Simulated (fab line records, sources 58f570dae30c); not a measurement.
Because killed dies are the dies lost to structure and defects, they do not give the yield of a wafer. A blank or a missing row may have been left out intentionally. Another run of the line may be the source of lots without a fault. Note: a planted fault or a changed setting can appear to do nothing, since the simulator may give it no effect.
Lot-split experiment ; flow berkeley-cmos170 ; 5 lots, 23 wafers read, on a route of 331 steps

SPLIT DETAILS
At UCB170_CONTACT_EXPOSE_12 (exposes mask CONT, target cd 700 nm), the setting dose-mj was moved away from the recipe's 35 on 5 of the 23 wafers read, by -3.4% to -3.1%. All remaining wafers had this setting at the recipe value.

FROM THE SPLIT TO THE READING: what the file shows between them, 6 steps
- UCB170_CONTACT_PEB_13
- UCB170_CONTACT_DEVELOP_14: develop time 45 s
- UCB170_CONTACT_CD_MEAS_15: target cd 700 nm
- UCB170_CONTACT_ETCH_17: etches BARC in N2/H2
- UCB170_CONTACT_ETCH_18: etches PSG in CHF3/CF4/Ar, stops on TiSi2, target depth 840 nm, time 195 s
- UCB170_CONTACT_STRIP_19: strips in O2

THE READING
Shown in nm: cd-nm at UCB170_CONTACT_CD_MEAS_90, with target cd 700 nm. Fault-free wafers of this fab line usually give 700.3 nm, standard deviation 1.6 nm.

wafer;tool, chamber at the split;dose-mj as run;against the recipe;cd-nm, nm;against lot-mates on the recipe
L074.1;krf-scanner-02, 0;35;recipe;701.9;-
L074.2;krf-scanner-02, 0;33.91;-3.1%;695.1;-6.6
L074.3;krf-scanner-02, 0;35;recipe;702.6;-
L074.4;krf-scanner-02, 0;35;recipe;700.5;-
L074.6;krf-scanner-02, 0;33.91;-3.1%;696.0;-5.7
L077.2;krf-scanner-01, 0;35;recipe;702.0;-
L077.4;krf-scanner-01, 0;35;recipe;700.3;-
L077.6;krf-scanner-01, 0;35;recipe;700.5;-
L078.1;krf-scanner-01, 0;35;recipe;701.7;-
L078.2;krf-scanner-01, 0;35;recipe;699.1;-
L078.4;krf-scanner-01, 0;35;recipe;700.2;-
L078.5;krf-scanner-01, 0;35;recipe;699.7;-
L078.6;krf-scanner-01, 0;35;recipe;699.7;-
L082.1;krf-scanner-02, 0;33.8;-3.4%;696.8;-5.0
L082.2;krf-scanner-02, 0;33.8;-3.4%;696.8;-5.0
L082.4;krf-scanner-02, 0;35;recipe;701.8;-
L082.5;krf-scanner-02, 0;35;recipe;701.7;-
L082.6;krf-scanner-02, 0;33.8;-3.4%;696.0;-5.8
L083.1;krf-scanner-02, 0;35;recipe;699.0;-
L083.2;krf-scanner-02, 0;35;recipe;700.7;-
L083.4;krf-scanner-02, 0;35;recipe;700.5;-
L083.5;krf-scanner-02, 0;35;recipe;700.2;-
L083.6;krf-scanner-02, 0;35;recipe;700.2;-

THE FIT
A straight line over all 23 wafers: cd-nm changes by +1.36 nm for each +1% of dose-mj; r = +0.89; the points scatter about the line by 1 nm.
The same after taking each lot's own level away (the mean of its wafers on the recipe; 23 wafers): +1.68 nm for each +1%; r = +0.95; scatter 0.78 nm.
On that fit, the largest move of dose-mj shifts the reading by 5.7 nm.
From 700.08 to 701.75 nm: that is the span of the lots' own levels, equal to 1.0 times the standard deviation above.
Thus the slope moves with the lot-to-lot level: the two fits are different.
Check: -5.98 nm against its lot-mates is what the line predicts for one of the wafers moved furthest among these (-3.4%) when that wafer is left out of the fit. It came out at -4.95 nm against them.

THE WHOLE CHAIN: every reading that the file lists as answering this split, in the file's order
step;what it does;reading;change (the file's fit);r (the file's)
UCB170_CONTACT_CD_MEAS_15;target cd 700 nm;cd-nm;+1.7 nm for each +1% of the setting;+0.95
UCB170_CONTACT_ETCH_17;etches BARC in N2/H2;CONTACT.cd-nm (the simulator's own value, which no gauge read);+1.82 nm for each +1% of the setting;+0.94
UCB170_CONTACT_CD_MEAS_90;target cd 700 nm;cd-nm;+1.72 nm for each +1% of the setting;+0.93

THE FILE'S OWN FIT
cd-nm changes by +1.72 nm for each +1% of dose-mj, r = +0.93.
